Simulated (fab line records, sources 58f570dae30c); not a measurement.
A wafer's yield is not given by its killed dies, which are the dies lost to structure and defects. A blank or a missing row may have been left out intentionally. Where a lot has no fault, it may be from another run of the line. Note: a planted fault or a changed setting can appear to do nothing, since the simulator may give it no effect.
Split-lot study / flow berkeley_cmos170 / 23 wafers read from 5 lots, route of 331 steps

SPLIT DETAILS
At UCB170_ACTIVE_CVD_05 (deposits Si3N4 from SiH2Cl2/NH3, target thk 220 nm, time 3300 s), the setting pressure_mtorr was moved away from the recipe's 200 mTorr on 20 of the 23 wafers read, by -14.3% to +7.7%. This setting was run at the recipe's value on the other wafers.

No step appears in the file between the split and the reading.

THE READING
ACTIVE_NITRIDE_THK (nm), taken at UCB170_ACTIVE_THK_MEAS_06. Typical for fault-free wafers on this fab line: 220.7 nm, with standard deviation 2.2 nm.

wafer=L075.1; tool, chamber at the split=-, -; pressure_mtorr as run, mTorr=171.4; against the recipe=-14.3%; ACTIVE_NITRIDE_THK, nm=212.6; against lot-mates on the recipe=no lot-mate on the recipe
wafer=L075.2; tool, chamber at the split=-, -; pressure_mtorr as run, mTorr=171.4; against the recipe=-14.3%; ACTIVE_NITRIDE_THK, nm=212.9; against lot-mates on the recipe=no lot-mate on the recipe
wafer=L075.4; tool, chamber at the split=-, -; pressure_mtorr as run, mTorr=171.4; against the recipe=-14.3%; ACTIVE_NITRIDE_THK, nm=212.9; against lot-mates on the recipe=no lot-mate on the recipe
wafer=L075.5; tool, chamber at the split=-, -; pressure_mtorr as run, mTorr=171.4; against the recipe=-14.3%; ACTIVE_NITRIDE_THK, nm=213.1; against lot-mates on the recipe=no lot-mate on the recipe
wafer=L075.6; tool, chamber at the split=-, -; pressure_mtorr as run, mTorr=171.4; against the recipe=-14.3%; ACTIVE_NITRIDE_THK, nm=214.1; against lot-mates on the recipe=no lot-mate on the recipe
wafer=L078.1; tool, chamber at the split=-, -; pressure_mtorr as run, mTorr=213.2; against the recipe=+6.6%; ACTIVE_NITRIDE_THK, nm=225.8; against lot-mates on the recipe=no lot-mate on the recipe
wafer=L078.3; tool, chamber at the split=-, -; pressure_mtorr as run, mTorr=213.2; against the recipe=+6.6%; ACTIVE_NITRIDE_THK, nm=227.2; against lot-mates on the recipe=no lot-mate on the recipe
wafer=L078.4; tool, chamber at the split=-, -; pressure_mtorr as run, mTorr=213.2; against the recipe=+6.6%; ACTIVE_NITRIDE_THK, nm=228.8; against lot-mates on the recipe=no lot-mate on the recipe
wafer=L078.5; tool, chamber at the split=-, -; pressure_mtorr as run, mTorr=213.2; against the recipe=+6.6%; ACTIVE_NITRIDE_THK, nm=227.6; against lot-mates on the recipe=no lot-mate on the recipe
wafer=L078.6; tool, chamber at the split=-, -; pressure_mtorr as run, mTorr=213.2; against the recipe=+6.6%; ACTIVE_NITRIDE_THK, nm=227.6; against lot-mates on the recipe=no lot-mate on the recipe
wafer=L080.1; tool, chamber at the split=-, -; pressure_mtorr as run, mTorr=215.3; against the recipe=+7.7%; ACTIVE_NITRIDE_THK, nm=226.9; against lot-mates on the recipe=no lot-mate on the recipe
wafer=L080.2; tool, chamber at the split=-, -; pressure_mtorr as run, mTorr=215.3; against the recipe=+7.7%; ACTIVE_NITRIDE_THK, nm=226.3; against lot-mates on the recipe=no lot-mate on the recipe
wafer=L080.4; tool, chamber at the split=-, -; pressure_mtorr as run, mTorr=215.3; against the recipe=+7.7%; ACTIVE_NITRIDE_THK, nm=225.4; against lot-mates on the recipe=no lot-mate on the recipe
wafer=L080.5; tool, chamber at the split=-, -; pressure_mtorr as run, mTorr=215.3; against the recipe=+7.7%; ACTIVE_NITRIDE_THK, nm=225.9; against lot-mates on the recipe=no lot-mate on the recipe
wafer=L080.6; tool, chamber at the split=-, -; pressure_mtorr as run, mTorr=215.3; against the recipe=+7.7%; ACTIVE_NITRIDE_THK, nm=226.9; against lot-mates on the recipe=no lot-mate on the recipe
wafer=L084.1; tool, chamber at the split=-, -; pressure_mtorr as run, mTorr=183.4; against the recipe=-8.3%; ACTIVE_NITRIDE_THK, nm=213.6; against lot-mates on the recipe=no lot-mate on the recipe
wafer=L084.2; tool, chamber at the split=-, -; pressure_mtorr as run, mTorr=183.4; against the recipe=-8.3%; ACTIVE_NITRIDE_THK, nm=214.1; against lot-mates on the recipe=no lot-mate on the recipe
wafer=L084.3; tool, chamber at the split=-, -; pressure_mtorr as run, mTorr=183.4; against the recipe=-8.3%; ACTIVE_NITRIDE_THK, nm=211.9; against lot-mates on the recipe=no lot-mate on the recipe
wafer=L084.5; tool, chamber at the split=-, -; pressure_mtorr as run, mTorr=183.4; against the recipe=-8.3%; ACTIVE_NITRIDE_THK, nm=213.1; against lot-mates on the recipe=no lot-mate on the recipe
wafer=L084.6; tool, chamber at the split=-, -; pressure_mtorr as run, mTorr=183.4; against the recipe=-8.3%; ACTIVE_NITRIDE_THK, nm=213.8; against lot-mates on the recipe=no lot-mate on the recipe
wafer=L083.3; tool, chamber at the split=lpcvd-01, 0; pressure_mtorr as run, mTorr=200; against the recipe=recipe; ACTIVE_NITRIDE_THK, nm=220.8; against lot-mates on the recipe=-
wafer=L083.4; tool, chamber at the split=lpcvd-01, 0; pressure_mtorr as run, mTorr=200; against the recipe=recipe; ACTIVE_NITRIDE_THK, nm=222.9; against lot-mates on the recipe=-
wafer=L083.5; tool, chamber at the split=lpcvd-01, 0; pressure_mtorr as run, mTorr=200; against the recipe=recipe; ACTIVE_NITRIDE_THK, nm=225.6; against lot-mates on the recipe=-

FIT RESULTS
A straight line over all 23 wafers: ACTIVE_NITRIDE_THK changes by +0.706 nm for each +1% of pressure_mtorr; r = +0.96; the points scatter about the line by 2 nm.
Too few moved wafers with a lot-mate on the recipe to fit a line net of each lot's own level.

FILE'S OWN FIT
ACTIVE_NITRIDE_THK changes by +0.706 nm for each +1% of pressure_mtorr, r = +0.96.
